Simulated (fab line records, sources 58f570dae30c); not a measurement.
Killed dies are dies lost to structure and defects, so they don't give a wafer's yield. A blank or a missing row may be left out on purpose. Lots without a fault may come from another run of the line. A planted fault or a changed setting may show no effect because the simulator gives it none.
Which tool did it? | flow berkeley_cmos170 | 14 lots, 42 wafers sampled, at 2 steps of a route of 331

WHAT THE GAUGES READ, wafer by wafer
UCB170_PFIELD_TW_MEAS_09.
lot  | measured    | on            | PFIELD_TW
L989 | day 5 12:29 | film_metro-01 | 600 598 597
L987 | day 5 12:34 | film_metro-02 | 596 594 595
L990 | day 5 19:27 | film_metro-01 | 600 598 597
L991 | day 6 10:58 | film_metro-02 | 598 594 593
L992 | day 6 11:35 | film_metro-02 | 598 597 597
L993 | day 6 16:56 | film_metro-01 | 592 592 593
L995 | day 6 17:10 | film_metro-03 | 604 605 603
L997 | day 7 04:19 | film_metro-01 | 601 598 602
L100 | day 7 15:02 | film_metro-01 | 601 599 602
L998 | day 7 15:05 | film_metro-02 | 497 500 499 496 497 500
L102 | day 8 10:29 | film_metro-01 | 500 502 501 503 503 500
L108 | day 9 10:56 | film_metro-02 | 594 596 594
L107 | day 9 11:07 | film_metro-03 | 607 604 605
L106 | day 9 11:28 | film_metro-01 | 598 597 601

WHICH TOOL RAN EACH LOT (tool, then ch and the chambers of the sampled wafers, then the start)
lot  | UCB170_PFIELD_IMPLANT_07
L989 | implanter-02 ch 0, day 5 12:15
L987 | implanter-04 ch 0, day 5 12:19
L990 | implanter-02 ch 0, day 5 19:13
L991 | implanter-04 ch 0, day 6 10:43
L992 | implanter-02 ch 0, day 6 11:21
L993 | implanter-02 ch 0, day 6 16:43
L995 | implanter-04 ch 0, day 6 16:55
L997 | implanter-04 ch 0, day 7 04:05
L100 | implanter-02 ch 0, day 7 14:47
L998 | implanter-04 ch 0, day 7 14:50
L102 | implanter-04 ch 0, day 8 10:16
L108 | implanter-02 ch 0, day 9 10:41
L107 | implanter-03 ch 0, day 9 10:52
L106 | implanter-02 ch 0, day 9 11:13
- UCB170_PFIELD_IMPLANT_07

WHAT THE TOOLS THEMSELVES READ (means of the sampled wafers that have a number; where no wafer has one, the mark that the record gives instead)
UCB170_PFIELD_IMPLANT_07.
lot  | tool         | dose_ions_cm2 | faraday_current_uA
L989 | implanter-02 | 2.0003e+13    | 64.4
L987 | implanter-04 | 1.9969e+13    | 63.0
L990 | implanter-02 | 2.0026e+13    | 63.9
L991 | implanter-04 | 2.0002e+13    | 64.2
L992 | implanter-02 | 1.9956e+13    | 63.6
L993 | implanter-02 | 1.9991e+13    | 62.6
L995 | implanter-04 | 2.0003e+13    | 63.1
L997 | implanter-04 | 2.0015e+13    | 63.3
L100 | implanter-02 | 1.9973e+13    | 63.9
L998 | implanter-04 | 1.1259e+13    | 35.8
L102 | implanter-04 | 1.1233e+13    | 35.5
L108 | implanter-02 | 2.0022e+13    | 63.5
L107 | implanter-03 | 2.0005e+13    | 62.5
L106 | implanter-02 | 1.9998e+13    | 63.6

THE ANSWER, worked out from the rows above alone
Rule: what is usual is taken from the lots themselves. Put in order of their means at a reading, lots are off if they are a third of the lots or fewer, leave a main group of 4 or more, and stand apart from it by a gap of 3 or more times the standard deviation of the main group's means; of several such gaps the widest counts. A main group whose means are all the same, to the digits that the tables above print for the reading, isn't used. A lot without any number at a reading at which 4 lots or more have one is off too. The other lots that the step has rows for count as sound. The gauges are gone through in route order, then the tools' own readings, and for those a lot's mean is taken as printed above. The first step at which some lot is off is used, and at that step the reading that is off furthest; a lot without a number counts as furthest.
Off: L998, L102, at UCB170_PFIELD_TW_MEAS_09 (PFIELD_TW). The main group: mean 598, standard deviation 3.7.
A tool fits if, at a process step before that reading, it ran every lot that is off, and no sound lot after the first of them. The gauges at UCB170_PFIELD_TW_MEAS_09 aren't tried: what is off there is off at UCB170_PFIELD_IMPLANT_07 too, on other tools, and a gauge's error can't cause that. One fits: implanter-04 at UCB170_PFIELD_IMPLANT_07. Its last sound lot is L997 (day 7 04:05), its first lot that is off L998 (day 7 14:50): a fault that began between those two fits.
The tool's own readings at UCB170_PFIELD_IMPLANT_07 bear it out: on the lots that are off they differ by more than 5 times the standard deviation of the sound lots' means. dose_ions_cm2 reads 1.1246e+13 there against 1.9997e+13 on the sound lots; faraday_current_uA reads 35.6 there against 63.5 on the sound lots.

WHAT THE SIMULATOR HAD PUT IN
Process parameter drift: implanter-04, from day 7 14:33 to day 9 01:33, at UCB170_PFIELD_IMPLANT_07. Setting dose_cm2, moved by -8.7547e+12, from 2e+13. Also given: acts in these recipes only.
Lots struck among those shown: L998, L102. The rule above found the same.
